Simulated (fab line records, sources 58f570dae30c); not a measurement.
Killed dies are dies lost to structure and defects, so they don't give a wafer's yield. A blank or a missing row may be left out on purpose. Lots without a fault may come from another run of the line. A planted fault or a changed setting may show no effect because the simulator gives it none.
Which tool did it? | flow berkeley_cmos170 | 7 lots, 21 wafers sampled, at 2 steps of a route of 331

WHAT THE GAUGES READ, wafer by wafer
UCB170_PLDD_TW_MEAS_11.
lot  | measured     | on            | PLDD_TW
L666 | day 7 17:04  | film_metro-01 | 1028 1024 1024
L672 | day 8 16:05  | film_metro-02 | 1022 1023 1023
L673 | day 8 22:29  | film_metro-03 | 1028 1018 1025
L680 | day 10 15:04 | film_metro-02 | 1022 1023 1024
L682 | day 11 02:48 | film_metro-02 | 1036 1031 1029 1031 1037 1029
L687 | day 11 19:18 | film_metro-03 | 1014 1014 1017
L688 | day 12 15:44 | film_metro-02 | 1021 1028 1022

WHICH TOOL RAN EACH LOT (tool, then ch and the chambers of the sampled wafers, then the start)
lot  | UCB170_PLDD_IMPLANT_09
L666 | implanter-02 ch 0, day 7 16:49
L672 | implanter-03 ch 0, day 8 15:52
L673 | implanter-03 ch 0, day 8 22:14
L680 | implanter-02 ch 0, day 10 14:49
L682 | implanter-04 ch 0, day 11 02:35
L687 | implanter-03 ch 0, day 11 19:04
L688 | implanter-03 ch 0, day 12 15:32
- UCB170_PLDD_IMPLANT_09

THE ANSWER, worked out from the rows above alone
Rule: what is usual is taken from the lots themselves. Put in order of their means at a reading, lots are off if they are a third of the lots or fewer, leave a main group of 4 or more, and stand apart from it by a gap of 3 or more times the standard deviation of the main group's means; of several such gaps the widest counts. A main group whose means are all the same, to the digits that the tables above print for the reading, isn't used. A lot without any number at a reading at which 4 lots or more have one is off too. The other lots that the step has rows for count as sound.
No lot is off at any reading shown: from this, nothing can be told.

WHAT THE SIMULATOR HAD PUT IN
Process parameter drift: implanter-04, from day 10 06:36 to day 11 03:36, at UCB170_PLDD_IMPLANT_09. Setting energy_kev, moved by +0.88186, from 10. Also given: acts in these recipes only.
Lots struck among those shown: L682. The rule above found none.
